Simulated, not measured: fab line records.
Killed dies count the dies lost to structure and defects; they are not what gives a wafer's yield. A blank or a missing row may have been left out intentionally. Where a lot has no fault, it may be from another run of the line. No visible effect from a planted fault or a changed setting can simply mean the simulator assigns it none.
fab line records	flow berkeley_cmos170
record: lots: 5	wafers: 23
route steps=331 shown START@3 PWELL@42 ACTIVE@62 PFIELD@86 NVT@105 GATE@127 PSD@183 BACKSIDE@200
start_h: the number of hours between the record's first day and the start of the first shown wafer of the lot	wait_h: hours elapsed since this lot's preceding step	" same as the row above	L1.1+2: a single row standing in for several wafers	- either no value or no given start	* or withheld: withheld	< > ~ a bound
route shown NAME@n: a module of which the file shows steps, and the number in the route of the first	usual: the fault-free wafers' mean and standard deviation	same: alike in all rows	chamber/n: place in a boat	sites: each site's reading	_std_site: their standard deviation	_edge_site: the outer-site mean with the inner-site mean subtracted	radius_mm: for every site, how far away it sits from the centre of the wafer	mask NAME#n: copy n	behind: the most recent tool/chamber to have shaped the wafer	hold: cause of the lot's hold/its duration in hours/its outcome	device: names the non-switching transistor (n, p or np)	end of line: at the end of the route, the tests of the same wafers	a step with no rows: only its recipe	killed: dies that structure and defects cost at the first sort, which is not the same as the wafer's yield	map: shows each die of a wafer: x if killed, . if not, _ if none is there
set.NAME: setting as actually run; set.NAME@STEP: the setting as run at that earlier step	model.NAME: the simulator's own value behind a step, which no gauge read
lots with deliberately changed settings; one table per step, one row per wafer
== steps ==
step: UCB170_START_OXIDATION_02
recipe: temp_c: 950	ambient: O2	target_thk_a: 200	ox_time_s: 1800
lot.wafer	tool	chamber	start_h	wait_h	set.temp_c	model.SiO2_of_START_OXIDATION_02.thk_nm
L076.1	-	-	-	4.4	957.7	21.86
L076.2	"	-	"	"	957.7	21.8
L076.3	"	-	"	"	957.7	21.7
L076.4	"	-	"	"	957.7	22.08
L076.5	"	-	"	"	957.7	21.62
L082.1	-	-	-	4.2	950	19.56
L082.2	"	-	"	"	950	19.71
L082.3	"	-	"	"	950	19.74
L082.5	"	-	"	"	950	19.96
L082.6	"	-	"	"	950	19.89
L083.1	-	-	-	3.8	966	23.44
L083.2	"	-	"	"	966	23.59
L083.3	"	-	"	"	966	23.26
L083.4	"	-	"	"	966	23.67
L083.6	"	-	"	"	966	23.85
L084.2	furnace-02	0	62.42	2.3	950	19.34
L084.3	"	0	"	"	950	19.56
L084.4	"	0	"	"	950	19.79
L085.1	-	-	-	2.7	937.4	16.89
L085.3	"	-	"	"	937.4	17.27
L085.4	"	-	"	"	937.4	17.41
L085.5	"	-	"	"	937.4	17.43
L085.6	"	-	"	"	937.4	17.19
step: UCB170_START_THK_MEAS_03
recipe: reads: SiO2_of_START_OXIDATION_02
usual: START_OXIDE_THK: 19.86/0.24
lot.wafer	tool	chamber	start_h	wait_h	set.temp_c@START_OXIDATION_02	START_OXIDE_THK[nm]
L076.1	film_metro-01	-	-	-	957.7	21.90
L076.2	"	-	"	"	957.7	21.80
L076.3	"	-	"	"	957.7	21.78
L076.4	"	-	"	"	957.7	22.04
L076.5	"	-	"	"	957.7	21.62
L082.1	film_metro-01	-	-	-	950	19.56
L082.2	"	-	"	"	950	19.77
L082.3	"	-	"	"	950	19.76
L082.5	"	-	"	"	950	19.97
L082.6	"	-	"	"	950	19.86
L083.1	film_metro-02	-	-	-	966	23.45
L083.2	"	-	"	"	966	23.56
L083.3	"	-	"	"	966	23.29
L083.4	"	-	"	"	966	23.74
L083.6	"	-	"	"	966	23.83
L084.2	film_metro-02	-	63.93	0.0	950	19.34
L084.3	"	-	"	"	950	19.53
L084.4	"	-	"	"	950	19.83
L085.1	film_metro-02	-	-	-	937.4	16.85
L085.3	"	-	"	"	937.4	17.25
L085.4	"	-	"	"	937.4	17.45
L085.5	"	-	"	"	937.4	17.42
L085.6	"	-	"	"	937.4	17.19
step: UCB170_PWELL_COAT_08
recipe: resist: KrF	spin_rpm: 1500	resist_thk_nm: 900
lot.wafer	tool	chamber	start_h	wait_h	set.spin_rpm	model.KrF_of_PWELL_COAT_08.thk_nm
L076.1	litho_track-03	0	61.81	0.1	1500	903.4
L076.2	"	0	"	"	1500	900.3
L076.3	"	0	"	"	1500	900.9
L076.4	"	0	"	"	1500	902.8
L076.5	"	0	"	"	1500	900.6
L082.1	litho_track-01	0	85.90	0.1	1500	902
L082.2	"	0	"	"	1393	936.9
L082.3	"	0	"	"	1393	936.4
L082.5	"	0	"	"	1500	902.1
L082.6	"	0	"	"	1500	900.9
L084.2	litho_track-04	0	101.87	0.1	1500	894.9
L084.3	"	0	"	"	1500	898.7
L084.4	"	0	"	"	1500	895.8
L085.1	litho_track-01	0	101.95	0.1	1500	902.9
L085.3	"	0	"	"	1500	906
L085.4	"	0	"	"	1500	900.4
L085.5	"	0	"	"	1500	902
L085.6	"	0	"	"	1500	899.8
L083.1	litho_track-03	0	102.23	0.1	1500	907.1
L083.2	"	0	"	"	1500	901.8
L083.3	"	0	"	"	1402	934.2
L083.4	"	0	"	"	1402	934.4
L083.6	"	0	"	"	1500	907
step: UCB170_PWELL_IMPLANT_15
recipe: species: B	dose_cm2: 5e+12	energy_kev: 60	tilt_deg: 7
lot.wafer	tool	chamber	start_h	wait_h	set.dose_cm2
L076.1+3+5	implanter-02	0	62.97	0.1	5e+12
L076.2+4	"	0	"	"	5.195e+12
L082.1+2+3+5+6	implanter-04	0	88.28	0.1	5e+12
L084.2+3+4	implanter-02	0	103.69	0.1	5e+12
L085.1+4	implanter-04	0	103.73	0.1	5e+12
L085.3+5+6	"	0	"	"	4.888e+12
L083.1+3	implanter-02	0	103.94	0.1	5.329e+12
L083.2+4+6	"	0	"	"	5e+12
step: UCB170_PWELL_STRIP_16
recipe: chemistry: O2	power_w: 400	pressure_mtorr: 3500	platen_temp_c: withheld	o2_flow_sccm: 400	overash_fraction: 0.5
usual: strip_time_to_endpoint_s: 18.09/0.1
lot.wafer	tool	chamber	start_h	wait_h	set.spin_rpm@PWELL_COAT_08	strip_time_to_endpoint_s
L076.1	plasma_asher-01	1	63.12	0.1	1500	18.13
L076.2	"	0	"	"	1500	18.10
L076.3	"	0	"	"	1500	18.16
L076.4	"	1	"	"	1500	18.19
L076.5	"	1	"	"	1500	18.17
L082.1	plasma_asher-01	1	88.43	0.1	1500	18.22
L082.2	"	0	"	"	1393	18.97
L082.3	"	1	"	"	1393	18.95
L082.5	"	1	"	"	1500	18.19
L082.6	"	0	"	"	1500	18.07
L084.2	plasma_asher-01	0	103.81	0.1	1500	17.86
L084.3	"	1	"	"	1500	18.09
L084.4	"	0	"	"	1500	18.01
L085.1	plasma_asher-03	0	103.88	0.1	1500	18.16
L085.3	"	1	"	"	1500	18.18
L085.4	"	0	"	"	1500	18.22
L085.5	"	1	"	"	1500	18.05
L085.6	"	0	"	"	1500	18.18
L083.1	plasma_asher-01	0	104.09	0.1	1500	18.25
L083.2	"	1	"	"	1500	18.18
L083.3	"	0	"	"	1402	18.98
L083.4	"	1	"	"	1402	18.99
L083.6	"	0	"	"	1500	18.28
step: UCB170_ACTIVE_OXIDATION_02
recipe: temp_c: 1000	ambient: O2	target_thk_a: 264	ox_time_s: 1260
lot.wafer	tool	chamber	start_h	wait_h	set.ox_time_s	model.SiO2_of_ACTIVE_OXIDATION_02.thk_nm
L076.1	-	-	-	0.6	1099	23.73
L076.2	"	-	"	"	1099	23.99
L076.3	"	-	"	"	1099	23.39
L076.4	"	-	"	"	1099	23.83
L076.5	"	-	"	"	1099	23.93
L082.1	-	-	-	2.6	1156	25.12
L082.2	"	-	"	"	1156	24.62
L082.3	"	-	"	"	1156	25.04
L082.5	"	-	"	"	1156	24.49
L082.6	"	-	"	"	1156	24.73
L084.2	furnace-04	0	115.60	1.1	1260	26.29
L084.3	"	0	"	"	1260	26.03
L084.4	"	0	"	"	1260	25.99
L085.1	-	-	-	1.1	1382	27.01
L085.3	"	-	"	"	1382	27.14
L085.4	"	-	"	"	1382	27.33
L085.5	"	-	"	"	1382	27.18
L085.6	"	-	"	"	1382	27.26
L083.1	-	-	-	2.3	1392	27.09
L083.2	"	-	"	"	1392	27.64
L083.3	"	-	"	"	1392	27.65
L083.4	"	-	"	"	1392	27.06
L083.6	"	-	"	"	1392	27.4
step: UCB170_ACTIVE_THK_MEAS_03
recipe: reads: SiO2_of_ACTIVE_OXIDATION_02
usual: ACTIVE_OXIDE_THK: 26.3/0.57
lot.wafer	tool	chamber	start_h	wait_h	set.ox_time_s@ACTIVE_OXIDATION_02	ACTIVE_OXIDE_THK[nm]
L076.1	film_metro-02	-	-	-	1099	23.7
L076.2	"	-	"	"	1099	24.0
L076.3	"	-	"	"	1099	23.4
L076.4	"	-	"	"	1099	23.8
L076.5	"	-	"	"	1099	23.9
L082.1	film_metro-04	-	-	-	1156	25.1
L082.2	"	-	"	"	1156	24.7
L082.3	"	-	"	"	1156	25.1
L082.5	"	-	"	"	1156	24.5
L082.6	"	-	"	"	1156	24.7
L085.1	film_metro-04	-	-	-	1382	27.0
L085.3	"	-	"	"	1382	27.1
L085.4	"	-	"	"	1382	27.3
L085.5	"	-	"	"	1382	27.2
L085.6	"	-	"	"	1382	27.3
L084.2	film_metro-02	-	116.96	0.0	1260	26.3
L084.3	"	-	"	"	1260	26.0
L084.4	"	-	"	"	1260	26.0
L083.1	film_metro-01	-	-	-	1392	27.1
L083.2	"	-	"	"	1392	27.6
L083.3	"	-	"	"	1392	27.6
L083.4	"	-	"	"	1392	27.1
L083.6	"	-	"	"	1392	27.4
step: UCB170_ACTIVE_ETCH_15
recipe: chemistry: CH3F/Ar/O2	target: Si3N4	stop_on: SiO2	CH3F_flow_sccm: 20	Ar_flow_sccm: 50	O2_flow_sccm: 7	pressure_mtorr: 50	rf_w: 450	target_depth_a: 2420	over_etch_frac: 0.1	time_s: 151
lot.wafer	tool	chamber	start_h	wait_h	set.time_s	model.KrF_of_ACTIVE_COAT_08.thk_nm	model.SiO2_of_ACTIVE_OXIDATION_02.thk_nm
L076.1	rie_diel-02	1	88.07	0.0	151	721	19.73
L076.2	"	0	"	"	151	728	20.33
L076.3	"	2	"	"	143.3	735.5	19.98
L076.4	"	2	"	"	151	730.6	20.25
L076.5	"	0	"	"	143.3	732.6	20.45
L082.1	rie_diel-01	0	113.12	0.1	151	722.7	21.21
L082.2	"	3	"	"	151	722.8	20.28
L082.3	"	2	"	"	151	725.5	21.41
L082.5	"	2	"	"	151	732.4	20.86
L082.6	"	1	"	"	151	721.9	20.99
L084.2	rie_diel-01	3	123.59	0.0	151	721.4	21.96
L084.3	"	2	"	"	151	727.1	22.43
L084.4	"	1	"	"	151	725.8	22.33
L085.1	rie_diel-02	1	123.69	0.0	151	724.5	23
L085.3	"	3	"	"	151	725.6	23.51
L085.4	"	2	"	"	151	726.9	23.73
L085.5	"	1	"	"	151	721	23.18
L085.6	"	0	"	"	151	725.6	23.61
L083.1	rie_diel-01	0	135.49	0.0	171	700.3	17.82
L083.2	"	2	"	"	151	729.1	24.07
L083.3	"	3	"	"	151	725.7	23.33
L083.4	"	1	"	"	151	725.8	23.43
L083.6	"	2	"	"	171	706.1	19.25
step: UCB170_ACTIVE_STRIP_16
recipe: chemistry: O2	power_w: 400	pressure_mtorr: 3500	platen_temp_c: withheld	o2_flow_sccm: 400	overash_fraction: 0.5
usual: strip_time_to_endpoint_s: 18.11/0.08
lot.wafer	tool	chamber	start_h	wait_h	set.time_s@ACTIVE_ETCH_15	strip_time_to_endpoint_s
L076.1	plasma_asher-04	1	88.17	0.1	151	18.02
L076.2	"	0	"	"	151	18.18
L076.3	"	0	"	"	143.3	18.35
L076.4	"	1	"	"	151	18.22
L076.5	"	0	"	"	143.3	18.27
L082.1	plasma_asher-03	1	113.22	0.1	151	18.05
L082.2	"	0	"	"	151	18.06
L082.3	"	0	"	"	151	18.10
L082.5	"	1	"	"	151	18.27
L082.6	"	0	"	"	151	18.02
L084.2	plasma_asher-03	1	123.69	0.1	151	18.01
L084.3	"	1	"	"	151	18.15
L084.4	"	0	"	"	151	18.11
L085.1	plasma_asher-01	0	123.79	0.1	151	18.10
L085.3	"	1	"	"	151	18.13
L085.4	"	0	"	"	151	18.14
L085.5	"	1	"	"	151	18.00
L085.6	"	0	"	"	151	18.12
L083.1	plasma_asher-04	0	135.59	0.1	171	17.51
L083.2	"	1	"	"	151	18.20
L083.3	"	0	"	"	151	18.12
L083.4	"	1	"	"	151	18.12
L083.6	"	1	"	"	171	17.64
step: UCB170_PFIELD_IMPLANT_07
recipe: species: B	dose_cm2: 2e+13	energy_kev: 80	tilt_deg: 7
lot.wafer	tool	chamber	start_h	wait_h	set.energy_kev	model.implant.rp_nm	model.implant.drp_nm
L076.1+5	implanter-03	0	91.71	0.0	84.08	275.6	76.61
L076.2+3+4	"	0	"	"	80	264.5	74.86
L082.1+3+5	implanter-02	0	116.29	0.0	80	270.2	74.86
L082.2+6	"	0	"	"	81.28	273.8	75.42
L084.2+3+4	implanter-02	0	126.18	0.0	80	263.6	74.86
L085.1+5	implanter-02	0	126.31	0.1	81.81	272	75.65
L085.3+4+6	"	0	"	"	80	267	74.86
L083.1+2+3	implanter-02	0	137.04	0.0	78.11	253.1	74
L083.4+6	"	0	"	"	80	258.1	74.86
step: UCB170_NVT_COAT_01
recipe: resist: KrF	spin_rpm: 1500	resist_thk_nm: 900
lot.wafer	tool	chamber	start_h	wait_h	set.resist_thk_nm	model.KrF_of_NVT_COAT_01.thk_nm
L076.1	litho_track-04	0	115.40	0.1	933.8	930.9
L076.2	"	0	"	"	933.8	933
L076.3	"	0	"	"	933.8	931.5
L076.4	"	0	"	"	900	894.2
L076.5	"	0	"	"	900	895.5
L082.1	litho_track-04	0	139.95	0.1	900	903.3
L082.2	"	0	"	"	885.9	888.8
L082.3	"	0	"	"	885.9	888.3
L082.5	"	0	"	"	900	901.5
L082.6	"	0	"	"	885.9	886.2
L085.1	litho_track-04	0	153.67	0.1	900	901.1
L085.3+5	"	0	"	"	900	902.1
L085.4	"	0	"	"	900	899.9
L085.6	"	0	"	"	900	903.7
L084.2	litho_track-02	0	153.70	0.1	900	897.6
L084.3	"	0	"	"	900	897.5
L084.4	"	0	"	"	900	898.4
L083.1	litho_track-02	0	166.62	0.1	900	895.7
L083.2	"	0	"	"	918.9	913.6
L083.3	"	0	"	"	900	898
L083.4	"	0	"	"	918.9	914.1
L083.6	"	0	"	"	900	895
step: UCB170_NVT_SOFTBAKE_02
recipe: resist: KrF	temp_c: 130	time_s: 60
step: UCB170_NVT_EXPOSE_03
recipe: mask_id: PWELL	target_cd_nm: 3000	na: 0.5	sigma_outer: 0.6	source_shape: conventional	dose_mj: 30
step: UCB170_NVT_IMPLANT_07
recipe: species: BF2	dose_cm2: 3.074e+12	energy_kev: 50	tilt_deg: 7
step: UCB170_NVT_STRIP_08
recipe: chemistry: O2	power_w: 400	pressure_mtorr: 3500	platen_temp_c: withheld	o2_flow_sccm: 400	overash_fraction: 0.5
usual: strip_time_to_endpoint_s: 21.60/0.057
lot.wafer	tool	chamber	start_h	wait_h	set.resist_thk_nm@NVT_COAT_01	strip_time_to_endpoint_s
L076.1	plasma_asher-02	0	116.90	0.2	933.8	22.36
L076.2	"	1	"	"	933.8	22.42
L076.3	"	0	"	"	933.8	22.39
L076.4	"	1	"	"	900	21.50
L076.5	"	0	"	"	900	21.52
L082.1	plasma_asher-04	0	141.84	0.1	900	21.70
L082.2	"	1	"	"	885.9	21.36
L082.3	"	0	"	"	885.9	21.33
L082.5	"	0	"	"	900	21.67
L082.6	"	1	"	"	885.9	21.30
L085.1	plasma_asher-04	0	154.68	0.1	900	21.64
L085.3	"	1	"	"	900	21.67
L085.4	"	0	"	"	900	21.62
L085.5	"	1	"	"	900	21.68
L085.6	"	0	"	"	900	21.71
L084.2	plasma_asher-01	0	154.95	0.1	900	21.57
L084.3	"	0	"	"	900	21.56
L084.4	"	1	"	"	900	21.58
L083.1	plasma_asher-04	0	168.48	0.1	900	21.52
L083.2	"	1	"	"	918.9	21.93
L083.3	"	0	"	"	900	21.58
L083.4	"	1	"	"	918.9	21.95
L083.6	"	1	"	"	900	21.51
step: UCB170_GATE_OXIDATION_01
recipe: temp_c: 850	ambient: O2	target_thk_a: 66	ox_time_s: 1800
lot.wafer	tool	chamber	start_h	wait_h	set.temp_c	model.SiO2_of_GATE_OXIDATION_01.thk_nm
L076.1	-	-	-	2.8	824.8	4.634
L076.2	"	-	"	"	824.8	4.75
L076.3	"	-	"	"	824.8	4.723
L076.4	"	-	"	"	824.8	4.818
L076.5	"	-	"	"	824.8	4.757
L082.1	-	-	-	1.2	875	8.842
L082.2	"	-	"	"	875	8.865
L082.3	"	-	"	"	875	8.828
L082.5	"	-	"	"	875	8.841
L082.6	"	-	"	"	875	8.872
L084.2	furnace-03	0	164.35	7.7	850	6.552
L084.3	"	0	"	"	850	6.527
L084.4	"	0	"	"	850	6.447
L085.1	-	-	-	8.1	850	6.332
L085.3	"	-	"	"	850	6.319
L085.4	"	-	"	"	850	6.381
L085.5	"	-	"	"	850	6.43
L085.6	"	-	"	"	850	6.413
L083.1	-	-	-	3.9	864.1	8.04
L083.2	"	-	"	"	864.1	7.997
L083.3	"	-	"	"	864.1	7.946
L083.4	"	-	"	"	864.1	8.016
L083.6	"	-	"	"	864.1	8.009
step: UCB170_GATE_THK_MEAS_02
recipe: reads: SiO2_of_GATE_OXIDATION_01
usual: GATE_OXIDE_THK: 6.50/0.13
lot.wafer	tool	chamber	start_h	wait_h	set.temp_c@GATE_OXIDATION_01	GATE_OXIDE_THK[nm]
L076.1	film_metro-04	-	-	-	824.8	4.65
L076.2	"	-	"	"	824.8	4.71
L076.3	"	-	"	"	824.8	4.71
L076.4	"	-	"	"	824.8	4.82
L076.5	"	-	"	"	824.8	4.73
L082.1	film_metro-02	-	-	-	875	8.86
L082.2	"	-	"	"	875	8.89
L082.3	"	-	"	"	875	8.89
L082.5	"	-	"	"	875	8.81
L082.6	"	-	"	"	875	8.89
L085.1	film_metro-04	-	-	-	850	6.31
L085.3	"	-	"	"	850	6.35
L085.4	"	-	"	"	850	6.42
L085.5	"	-	"	"	850	6.40
L085.6	"	-	"	"	850	6.42
L084.2	film_metro-03	-	165.86	0.0	850	6.52
L084.3	"	-	"	"	850	6.52
L084.4	"	-	"	"	850	6.45
L083.1	film_metro-03	-	-	-	864.1	8.09
L083.2	"	-	"	"	864.1	8.05
L083.3	"	-	"	"	864.1	7.93
L083.4	"	-	"	"	864.1	8.02
L083.6	"	-	"	"	864.1	7.97
step: UCB170_PSD_IMPLANT_08
recipe: species: B	dose_cm2: 3e+15	energy_kev: 20	tilt_deg: 7
lot.wafer	tool	chamber	start_h	wait_h	set.energy_kev	model.implant.rp_nm	model.implant.drp_nm
L076.1+2+4	implanter-04	0	140.46	0.0	20	64.98	28.34
L076.3+5	"	0	"	"	19.27	62.64	27.61
L082.1+2+3+5+6	implanter-01	0	166.13	0.0	20	64.13	28.34
L084.2+3+4	implanter-03	0	187.81	0.0	20	65.24	28.34
L085.1+4+6	implanter-03	0	188.18	0.0	20	66.28	28.34
L085.3+5	"	0	"	"	20.48	67.85	28.84
L083.1+2+3	implanter-03	0	195.18	0.0	20	63.83	28.34
L083.4+6	"	0	"	"	19.45	62.1	27.79
step: UCB170_PSD_STRIP_09
recipe: chemistry: O2	power_w: 400	pressure_mtorr: 3500	platen_temp_c: withheld	o2_flow_sccm: 400	overash_fraction: 0.5
usual: strip_time_to_endpoint_s: 29.69/0.077
lot.wafer	tool	chamber	start_h	wait_h	set.energy_kev@PSD_IMPLANT_08	strip_time_to_endpoint_s
L076.1	plasma_asher-01	1	140.61	0.1	20	29.66
L076.2	"	0	"	"	20	29.55
L076.3	"	0	"	"	19.27	29.30
L076.4	"	1	"	"	20	29.57
L076.5	"	0	"	"	19.27	29.24
L082.1	plasma_asher-03	1	166.28	0.1	20	29.60
L082.2	"	0	"	"	20	29.74
L082.3	"	0	"	"	20	29.67
L082.5	"	0	"	"	20	29.63
L082.6	"	1	"	"	20	29.66
L084.2	plasma_asher-01	1	187.93	0.1	20	29.73
L084.3	"	0	"	"	20	29.76
L084.4	"	1	"	"	20	29.69
L085.1	plasma_asher-02	0	188.33	0.1	20	29.86
L085.3	"	1	"	"	20.48	30.05
L085.4	"	0	"	"	20	29.80
L085.5	"	1	"	"	20.48	30.03
L085.6	"	0	"	"	20	29.81
L083.1	plasma_asher-03	1	195.33	0.1	20	29.71
L083.2	"	0	"	"	20	29.58
L083.3	"	0	"	"	20	29.64
L083.4	"	1	"	"	19.45	29.38
L083.6	"	1	"	"	19.45	29.50
step: UCB170_BACKSIDE_COAT_01
recipe: resist: KrF	spin_rpm: 1500	resist_thk_nm: 900
lot.wafer	tool	chamber	start_h	wait_h	set.spin_rpm	model.KrF_of_BACKSIDE_COAT_01.thk_nm
L076.1	litho_track-02	0	143.87	0.1	1572	876.8
L076.2	"	0	"	"	1500	895.8
L076.3	"	0	"	"	1500	896.8
L076.4	"	0	"	"	1572	877.2
L076.5	"	0	"	"	1572	876.9
L082.1	litho_track-04	0	170.36	0.1	1471	910.7
L082.2	"	0	"	"	1500	903.9
L082.3	"	0	"	"	1500	904.1
L082.5	"	0	"	"	1471	910.4
L082.6	"	0	"	"	1471	910.3
L084.2	litho_track-03	0	192.93	0.1	1500	903.4
L084.3	"	0	"	"	1500	903.6
L084.4	"	0	"	"	1500	899.6
L085.1	litho_track-04	0	193.96	0.1	1439	914.6
L085.3	"	0	"	"	1439	916.4
L085.4	"	0	"	"	1500	895.7
L085.5	"	0	"	"	1439	915.3
L085.6	"	0	"	"	1500	894.3
L083.1	litho_track-02	0	198.58	0.1	1500	900.1
L083.2	"	0	"	"	1468	908.3
L083.3	"	0	"	"	1500	900
L083.4	"	0	"	"	1468	910.5
L083.6	"	0	"	"	1500	898.1
step: UCB170_BACKSIDE_SOFTBAKE_02
recipe: resist: KrF	temp_c: 130	time_s: 60
step: UCB170_BACKSIDE_STRIP_03
recipe: chemistry: O2	power_w: 400	pressure_mtorr: 3500	platen_temp_c: withheld	o2_flow_sccm: 400	overash_fraction: 0.5
usual: strip_time_to_endpoint_s: 21.96/0.063
lot.wafer	tool	chamber	start_h	wait_h	set.spin_rpm@BACKSIDE_COAT_01	strip_time_to_endpoint_s
L076.1	plasma_asher-03	0	144.17	0.1	1572	21.40
L076.2	"	1	"	"	1500	21.87
L076.3	"	1	"	"	1500	21.89
L076.4	"	0	"	"	1572	21.43
L076.5	"	0	"	"	1572	21.42
L082.1	plasma_asher-03	0	170.66	0.1	1471	22.24
L082.2	"	1	"	"	1500	22.07
L082.3	"	0	"	"	1500	22.06
L082.5	"	0	"	"	1471	22.22
L082.6	"	1	"	"	1471	22.23
L084.2	plasma_asher-04	1	193.21	0.1	1500	22.06
L084.3	"	0	"	"	1500	22.05
L084.4	"	1	"	"	1500	21.95
L085.1	plasma_asher-02	1	194.26	0.1	1439	22.31
L085.3	"	1	"	"	1439	22.35
L085.4	"	0	"	"	1500	21.87
L085.5	"	1	"	"	1439	22.33
L085.6	"	0	"	"	1500	21.82
L083.1	plasma_asher-02	1	198.88	0.1	1500	21.97
L083.2	"	0	"	"	1468	22.16
L083.3	"	1	"	"	1500	21.97
L083.4	"	0	"	"	1468	22.20
L083.6	"	1	"	"	1500	21.91
== key ==
split: step: UCB170_START_OXIDATION_02	setting: temp_c	stated: 950	by: lot
response: step: UCB170_START_OXIDATION_02	reading: model.SiO2_of_START_OXIDATION_02.thk_nm	change: +2.14	per: 1%	r: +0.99
response: step: UCB170_START_THK_MEAS_03	reading: START_OXIDE_THK	change: +2.14	per: 1%	r: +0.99
split: step: UCB170_PWELL_COAT_08	setting: spin_rpm	stated: 1500	by: wafer
response: step: UCB170_PWELL_COAT_08	reading: model.KrF_of_PWELL_COAT_08.thk_nm	change: -4.69	per: 1%	r: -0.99
response: step: UCB170_PWELL_STRIP_16	reading: strip_time_to_endpoint_s	change: *	per: 1%	r: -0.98
split: step: UCB170_PWELL_IMPLANT_15	setting: dose_cm2	stated: 5e+12	by: wafer
response none clear
split: step: UCB170_ACTIVE_OXIDATION_02	setting: ox_time_s	stated: 1260	by: lot
response: step: UCB170_ACTIVE_OXIDATION_02	reading: model.SiO2_of_ACTIVE_OXIDATION_02.thk_nm	change: +0.147	per: 1%	r: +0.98
response: step: UCB170_ACTIVE_THK_MEAS_03	reading: ACTIVE_OXIDE_THK	change: +0.147	per: 1%	r: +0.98
split: step: UCB170_ACTIVE_ETCH_15	setting: time_s	stated: 151	by: wafer
response: step: UCB170_ACTIVE_ETCH_15	reading: model.KrF_of_ACTIVE_COAT_08.thk_nm	change: -1.75	per: 1%	r: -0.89
response: step: UCB170_ACTIVE_ETCH_15	reading: model.SiO2_of_ACTIVE_OXIDATION_02.thk_nm	change: -0.337	per: 1%	r: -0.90
response: step: UCB170_ACTIVE_STRIP_16	reading: strip_time_to_endpoint_s	change: *	per: 1%	r: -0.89
split: step: UCB170_PFIELD_IMPLANT_07	setting: energy_kev	stated: 80	by: wafer
response: step: UCB170_PFIELD_IMPLANT_07	reading: model.implant.rp_nm	change: +2.18	per: 1%	r: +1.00
response: step: UCB170_PFIELD_IMPLANT_07	reading: model.implant.drp_nm	change: +0.348	per: 1%	r: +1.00
split: step: UCB170_NVT_COAT_01	setting: resist_thk_nm	stated: 900	by: wafer
response: step: UCB170_NVT_COAT_01	reading: model.KrF_of_NVT_COAT_01.thk_nm	change: +9.47	per: 1%	r: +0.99
response: step: UCB170_NVT_STRIP_08	reading: strip_time_to_endpoint_s	change: *	per: 1%	r: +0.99
split: step: UCB170_GATE_OXIDATION_01	setting: temp_c	stated: 850	by: lot
response: step: UCB170_GATE_OXIDATION_01	reading: model.SiO2_of_GATE_OXIDATION_01.thk_nm	change: +0.71	per: 1%	r: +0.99
response: step: UCB170_GATE_THK_MEAS_02	reading: GATE_OXIDE_THK	change: +0.716	per: 1%	r: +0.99
split: step: UCB170_PSD_IMPLANT_08	setting: energy_kev	stated: 20	by: wafer
response: step: UCB170_PSD_IMPLANT_08	reading: model.implant.rp_nm	change: +0.642	per: 1%	r: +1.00
response: step: UCB170_PSD_IMPLANT_08	reading: model.implant.drp_nm	change: +0.202	per: 1%	r: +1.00
response: step: UCB170_PSD_STRIP_09	reading: strip_time_to_endpoint_s	change: *	per: 1%	r: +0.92
split: step: UCB170_BACKSIDE_COAT_01	setting: spin_rpm	stated: 1500	by: wafer
response: step: UCB170_BACKSIDE_COAT_01	reading: model.KrF_of_BACKSIDE_COAT_01.thk_nm	change: -4.38	per: 1%	r: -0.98
response: step: UCB170_BACKSIDE_STRIP_03	reading: strip_time_to_endpoint_s	change: *	per: 1%	r: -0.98
